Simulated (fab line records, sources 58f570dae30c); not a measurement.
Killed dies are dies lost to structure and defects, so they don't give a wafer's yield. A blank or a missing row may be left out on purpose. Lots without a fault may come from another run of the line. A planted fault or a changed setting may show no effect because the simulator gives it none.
Which tool did it? | flow berkeley_cmos170 | 7 lots, 21 wafers sampled, at 3 steps of a route of 331

WHAT THE GAUGES READ, wafer by wafer
UCB170_GATE_CD_MEAS_12: target cd 350 nm.
lot  | measured     | on        | cd_nm (nm)
L410 | day 6 20:00  | cd_sem-01 | 349.6 349.7 349.9
L412 | day 7 05:47  | cd_sem-02 | 349.1 349.9 350.8
L414 | day 7 17:14  | cd_sem-01 | 351.2 350.2 349.9
L417 | day 8 12:25  | cd_sem-01 | 351.2 352.7 350.7
L423 | day 9 19:10  | cd_sem-01 | 348.6 349.0 348.0
L425 | day 10 02:38 | cd_sem-01 | 352.0 350.8 349.1
L429 | day 10 12:43 | cd_sem-02 | 347.9 347.8 348.4

WHICH TOOL RAN EACH LOT (tool, then ch and the chambers of the sampled wafers, then the start)
lot  | UCB170_ZERO_ETCH_06               | UCB170_GATE_PEB_10
L410 | rie_diel-01 ch 2,3, day 2 13:31   | litho_track-02 ch 0, day 6 19:43
L412 | rie_diel-02 ch 0,1,3, day 3 00:24 | litho_track-02 ch 0, day 7 05:31
L414 | rie_diel-03 ch 0,1,2, day 3 10:35 | litho_track-01 ch 0, day 7 16:57
L417 | rie_diel-01 ch 0,3, day 3 23:56   | litho_track-01 ch 0, day 8 12:09
L423 | rie_diel-01 ch 0,2,3, day 5 08:33 | litho_track-04 ch 0, day 9 18:52
L425 | rie_diel-02 ch 0,1,3, day 5 17:46 | litho_track-01 ch 0, day 10 02:19
L429 | rie_diel-03 ch 1,2, day 6 18:37   | litho_track-04 ch 0, day 10 12:27
- UCB170_ZERO_ETCH_06: etches SiO2 in CHF3/CF4/Ar, time 12 s.
- UCB170_GATE_PEB_10

THE ANSWER, worked out from the rows above alone
Rule: what is usual is taken from the lots themselves. Put in order of their means at a reading, lots are off if they are a third of the lots or fewer, leave a main group of 4 or more, and stand apart from it by a gap of 3 or more times the standard deviation of the main group's means; of several such gaps the widest counts. A main group whose means are all the same, to the digits that the tables above print for the reading, isn't used. A lot without any number at a reading at which 4 lots or more have one is off too. The other lots that the step has rows for count as sound.
No lot is off at any reading shown: from this, nothing can be told.

WHAT THE SIMULATOR HAD PUT IN
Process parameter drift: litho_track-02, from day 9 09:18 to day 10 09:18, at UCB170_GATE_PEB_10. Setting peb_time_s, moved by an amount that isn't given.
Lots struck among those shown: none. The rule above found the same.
